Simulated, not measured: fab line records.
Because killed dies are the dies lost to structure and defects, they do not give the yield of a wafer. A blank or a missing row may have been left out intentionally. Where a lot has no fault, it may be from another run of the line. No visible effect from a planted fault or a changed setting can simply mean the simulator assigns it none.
Lot-split experiment | flow rit cmos | 5 lots, 23 wafers read, on a route of 202 steps

## SPLIT DETAILS
At RIT_PLDD_COAT_01 (resist thk 1000 nm), the setting resist thk nm was moved away from the recipe's 1000 nm on 8 of the 23 wafers read, by +2.5% to +5.1%. For the rest of the wafers, this setting stayed at what the recipe calls for.

## FROM THE SPLIT TO THE READING: what the file shows between them, 3 steps
- RIT_PLDD_SOFTBAKE_02: time 60 s
- RIT_PLDD_EXPOSE_03: exposes mask M8, target cd 40900 nm
- RIT_PLDD_DEVELOP_05: develop time 50 s

## THE READING
NOVOLAK_of_PLDD_COAT_01.thk nm (the simulator's own value, which no gauge read), in nm, at RIT_PLDD_HARDBAKE_07 (time 60 s). The file gives no usual value for it. Here, 15 wafers ran the recipe; their average is 883.5 nm with a standard deviation of 1.3 nm.

wafer  | tool, chamber at the split | resist thk nm as run, nm | against the recipe | NOVOLAK_of_PLDD_COAT_01.thk nm, nm | against lot-mates on the recipe
L074.2 | litho track-01, 0          | 1051                     | +5.1%              | 930.4                              | +46.4
L074.3 | litho track-01, 0          | 1000                     | recipe             | 883.6                              | -
L074.4 | litho track-01, 0          | 1051                     | +5.1%              | 929.4                              | +45.4
L074.5 | litho track-01, 0          | 1051                     | +5.1%              | 928.9                              | +44.9
L074.6 | litho track-01, 0          | 1000                     | recipe             | 884.5                              | -
L075.1 | litho track-03, 0          | 1000                     | recipe             | 882.9                              | -
L075.5 | litho track-03, 0          | 1000                     | recipe             | 882                                | -
L075.6 | litho track-03, 0          | 1000                     | recipe             | 883                                | -
L077.1 | litho track-03, 0          | 1000                     | recipe             | 884.6                              | -
L077.3 | litho track-03, 0          | 1025                     | +2.5%              | 906.5                              | +21.8
L077.4 | litho track-03, 0          | 1025                     | +2.5%              | 907.1                              | +22.4
L077.5 | litho track-03, 0          | 1000                     | recipe             | 884.9                              | -
L077.6 | litho track-03, 0          | 1025                     | +2.5%              | 905                                | +20.2
L080.1 | litho track-01, 0          | 1000                     | recipe             | 882.8                              | -
L080.2 | litho track-01, 0          | 1000                     | recipe             | 884.8                              | -
L080.4 | litho track-01, 0          | 1000                     | recipe             | 883.4                              | -
L080.5 | litho track-01, 0          | 1000                     | recipe             | 880.6                              | -
L080.6 | litho track-01, 0          | 1000                     | recipe             | 882.1                              | -
L085.2 | litho track-01, 0          | 1000                     | recipe             | 883                                | -
L085.3 | litho track-01, 0          | 1000                     | recipe             | 885.6                              | -
L085.4 | litho track-01, 0          | 1031                     | +3.1%              | 912.6                              | +28.2
L085.5 | litho track-01, 0          | 1031                     | +3.1%              | 914.4                              | +30.0
L085.6 | litho track-01, 0          | 1000                     | recipe             | 884.7                              | -

THE FIT
A straight line over all 23 wafers: NOVOLAK_of_PLDD_COAT_01.thk nm changes by +9.13 nm for each +1% of resist thk nm; r = +1.00; the points scatter about the line by 1.3 nm.
The same after taking each lot's own level away (the mean of its wafers on the recipe; 23 wafers): +8.95 nm for each +1%; r = +1.00; scatter 1.1 nm.
The reading moves by 46 nm for the largest change in resist thk nm, on that fit.
From 882.63 to 884.75 nm: that is the span of the lots' own levels, equal to 1.6 times the standard deviation above.
The two slopes agree, so the slope changes little with the lot-to-lot level.
Check: for one of the wafers moved furthest among these (+5.1%), held out of the fit, the line's prediction against its lot-mates is +45.4 nm. Against them it came out at +46.4 nm.

## OTHER SPLITS ON THESE WAFERS
Note: prior to the reading, these wafers also went through further splits. Each is held against what the fit with the lots' levels taken away leaves over:
other split on the same wafers | wafers away from the commonest value | r with NOVOLAK_of_PLDD_COAT_01.thk nm (lot level and that fit taken away)
RIT_NLDD_IMPLANT_08 energy kev | 10                                   | -0.27

## THE WHOLE CHAIN: every reading that the file lists as answering this split, in the file's order
step                 | what it does       | reading                                                                         | change (the file's fit)              | r (the file's)
RIT_PLDD_COAT_01     | resist thk 1000 nm | NOVOLAK_of_PLDD_COAT_01.thk nm (the simulator's own value, which no gauge read) | +10.3 nm for each +1% of the setting | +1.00
RIT_PLDD_HARDBAKE_07 | time 60 s          | NOVOLAK_of_PLDD_COAT_01.thk nm (the simulator's own value, which no gauge read) | +8.97 nm for each +1% of the setting | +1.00

## FILE'S OWN FIT
NOVOLAK_of_PLDD_COAT_01.thk nm changes by +8.97 nm for each +1% of resist thk nm, r = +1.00.
